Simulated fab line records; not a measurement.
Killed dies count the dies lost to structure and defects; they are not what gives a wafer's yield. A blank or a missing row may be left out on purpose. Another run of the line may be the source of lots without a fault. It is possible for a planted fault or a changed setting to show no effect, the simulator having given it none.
Lot-split experiment / flow rit-cmos / on a route of 202 steps: 5 lots, 23 wafers read

## THE SPLIT ITSELF
At RIT_SILICIDE_SPUTTER_01 (material Ti, target thk 30 nm, time 240 s), the setting chamber-pressure-pa was moved away from the recipe's 0.667 Pa on 15 of the 23 wafers read, by -11.5% to +12.2%. All remaining wafers had this setting at the recipe value.

The file shows no step between the split and the reading.

## THE READING
SILICIDE_TI_RS (ohm/sq), read at RIT_SILICIDE_RS_MEAS_02 with a four-point probe. On this fab line, fault-free wafers typically give 48.0 ohm/sq with a standard deviation of 0.73 ohm/sq.

wafer=L080.1; tool, chamber at the split=pvd-sputter-03, -; chamber-pressure-pa as run, Pa=0.724; against the recipe=+8.5%; SILICIDE_TI_RS, ohm/sq=58.4; against lot-mates on the recipe=no lot-mate on the recipe
wafer=L080.2; tool, chamber at the split=pvd-sputter-03, -; chamber-pressure-pa as run, Pa=0.724; against the recipe=+8.5%; SILICIDE_TI_RS, ohm/sq=58.4; against lot-mates on the recipe=no lot-mate on the recipe
wafer=L080.3; tool, chamber at the split=pvd-sputter-03, -; chamber-pressure-pa as run, Pa=0.724; against the recipe=+8.5%; SILICIDE_TI_RS, ohm/sq=56.6; against lot-mates on the recipe=no lot-mate on the recipe
wafer=L080.4; tool, chamber at the split=pvd-sputter-03, -; chamber-pressure-pa as run, Pa=0.724; against the recipe=+8.5%; SILICIDE_TI_RS, ohm/sq=56.3; against lot-mates on the recipe=no lot-mate on the recipe
wafer=L080.6; tool, chamber at the split=pvd-sputter-03, -; chamber-pressure-pa as run, Pa=0.724; against the recipe=+8.5%; SILICIDE_TI_RS, ohm/sq=58.5; against lot-mates on the recipe=no lot-mate on the recipe
wafer=L081.1; tool, chamber at the split=pvd-sputter-01, -; chamber-pressure-pa as run, Pa=0.5904; against the recipe=-11.5%; SILICIDE_TI_RS, ohm/sq=37.5; against lot-mates on the recipe=no lot-mate on the recipe
wafer=L081.2; tool, chamber at the split=pvd-sputter-01, -; chamber-pressure-pa as run, Pa=0.5904; against the recipe=-11.5%; SILICIDE_TI_RS, ohm/sq=37.8; against lot-mates on the recipe=no lot-mate on the recipe
wafer=L081.3; tool, chamber at the split=pvd-sputter-01, -; chamber-pressure-pa as run, Pa=0.5904; against the recipe=-11.5%; SILICIDE_TI_RS, ohm/sq=37.2; against lot-mates on the recipe=no lot-mate on the recipe
wafer=L081.4; tool, chamber at the split=pvd-sputter-01, -; chamber-pressure-pa as run, Pa=0.5904; against the recipe=-11.5%; SILICIDE_TI_RS, ohm/sq=38.4; against lot-mates on the recipe=no lot-mate on the recipe
wafer=L081.5; tool, chamber at the split=pvd-sputter-01, -; chamber-pressure-pa as run, Pa=0.5904; against the recipe=-11.5%; SILICIDE_TI_RS, ohm/sq=37.6; against lot-mates on the recipe=no lot-mate on the recipe
wafer=L083.1; tool, chamber at the split=pvd-sputter-01, -; chamber-pressure-pa as run, Pa=0.7485; against the recipe=+12.2%; SILICIDE_TI_RS, ohm/sq=60.9; against lot-mates on the recipe=no lot-mate on the recipe
wafer=L083.2; tool, chamber at the split=pvd-sputter-01, -; chamber-pressure-pa as run, Pa=0.7485; against the recipe=+12.2%; SILICIDE_TI_RS, ohm/sq=61.3; against lot-mates on the recipe=no lot-mate on the recipe
wafer=L083.4; tool, chamber at the split=pvd-sputter-01, -; chamber-pressure-pa as run, Pa=0.7485; against the recipe=+12.2%; SILICIDE_TI_RS, ohm/sq=61.6; against lot-mates on the recipe=no lot-mate on the recipe
wafer=L083.5; tool, chamber at the split=pvd-sputter-01, -; chamber-pressure-pa as run, Pa=0.7485; against the recipe=+12.2%; SILICIDE_TI_RS, ohm/sq=61.1; against lot-mates on the recipe=no lot-mate on the recipe
wafer=L083.6; tool, chamber at the split=pvd-sputter-01, -; chamber-pressure-pa as run, Pa=0.7485; against the recipe=+12.2%; SILICIDE_TI_RS, ohm/sq=62.9; against lot-mates on the recipe=no lot-mate on the recipe
wafer=L084.3; tool, chamber at the split=pvd-sputter-03, -; chamber-pressure-pa as run, Pa=0.667; against the recipe=recipe; SILICIDE_TI_RS, ohm/sq=47.8; against lot-mates on the recipe=-
wafer=L084.4; tool, chamber at the split=pvd-sputter-03, -; chamber-pressure-pa as run, Pa=0.667; against the recipe=recipe; SILICIDE_TI_RS, ohm/sq=47.8; against lot-mates on the recipe=-
wafer=L084.6; tool, chamber at the split=pvd-sputter-03, -; chamber-pressure-pa as run, Pa=0.667; against the recipe=recipe; SILICIDE_TI_RS, ohm/sq=48.3; against lot-mates on the recipe=-
wafer=L085.2; tool, chamber at the split=pvd-sputter-01, -; chamber-pressure-pa as run, Pa=0.667; against the recipe=recipe; SILICIDE_TI_RS, ohm/sq=48.1; against lot-mates on the recipe=-
wafer=L085.3; tool, chamber at the split=pvd-sputter-01, -; chamber-pressure-pa as run, Pa=0.667; against the recipe=recipe; SILICIDE_TI_RS, ohm/sq=47.2; against lot-mates on the recipe=-
wafer=L085.4; tool, chamber at the split=pvd-sputter-01, -; chamber-pressure-pa as run, Pa=0.667; against the recipe=recipe; SILICIDE_TI_RS, ohm/sq=48.9; against lot-mates on the recipe=-
wafer=L085.5; tool, chamber at the split=pvd-sputter-01, -; chamber-pressure-pa as run, Pa=0.667; against the recipe=recipe; SILICIDE_TI_RS, ohm/sq=48.6; against lot-mates on the recipe=-
wafer=L085.6; tool, chamber at the split=pvd-sputter-01, -; chamber-pressure-pa as run, Pa=0.667; against the recipe=recipe; SILICIDE_TI_RS, ohm/sq=47.4; against lot-mates on the recipe=-

THE FIT
A straight line over all 23 wafers: SILICIDE_TI_RS changes by +1.01 ohm/sq for each +1% of chamber-pressure-pa; r = +0.99; the points scatter about the line by 0.92 ohm/sq.
Too few moved wafers with a lot-mate on the recipe to fit a line net of each lot's own level.

## THE FILE'S OWN FIT
SILICIDE_TI_RS changes by +1.01 ohm/sq for each +1% of chamber-pressure-pa, r = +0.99.
